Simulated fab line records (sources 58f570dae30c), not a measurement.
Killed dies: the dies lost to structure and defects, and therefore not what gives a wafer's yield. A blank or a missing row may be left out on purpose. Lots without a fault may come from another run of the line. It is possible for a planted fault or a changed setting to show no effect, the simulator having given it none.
Which of the tools did it? | flow berkeley_cmos170 | 7 lots, 21 wafers sampled, at 1 step of a route of 331

## WHAT EACH GAUGE READ, for each wafer
UCB170_PWELL_OVL_MEAS_13.
lot  | measured    | on         | PWELL_OVL (nm)
L103 | day 2 22:32 | overlay-01 | -6 -5 5
L106 | day 3 15:04 | overlay-02 | -4 0 0
L110 | day 4 12:25 | overlay-02 | -5 1 2
L114 | day 5 10:13 | overlay-02 | -3 7 0
L117 | day 6 05:40 | overlay-02 | 6 -5 -1
L120 | day 6 15:21 | overlay-02 | -2 0 -5
L123 | day 7 00:55 | overlay-02 | 0 1 -4

## TOOL THAT RAN EACH LOT (tool first, then ch and the chambers of the sampled wafers, then the start)
Before these readings, the record contains no process step.

## THE ANSWER, worked out from the rows above alone
Rule: the usual values come from the lots themselves. The widest of any qualifying gaps counts: lots, ordered by their means at a reading, are off when they make up no more than a third of the lots, leave a main group of 4 or more, and stand apart from it by 3 or more times the standard deviation of that group's means. If all means in a main group match to the digits the tables above print for the reading, that group is not used. A lot without any number at a reading at which 4 lots or more have one is off too. Where the step has rows for the other lots, those lots are counted as sound.
Across all readings shown, no lot is off: no conclusion can be drawn from this.

## WHAT THE SIMULATOR PUT IN
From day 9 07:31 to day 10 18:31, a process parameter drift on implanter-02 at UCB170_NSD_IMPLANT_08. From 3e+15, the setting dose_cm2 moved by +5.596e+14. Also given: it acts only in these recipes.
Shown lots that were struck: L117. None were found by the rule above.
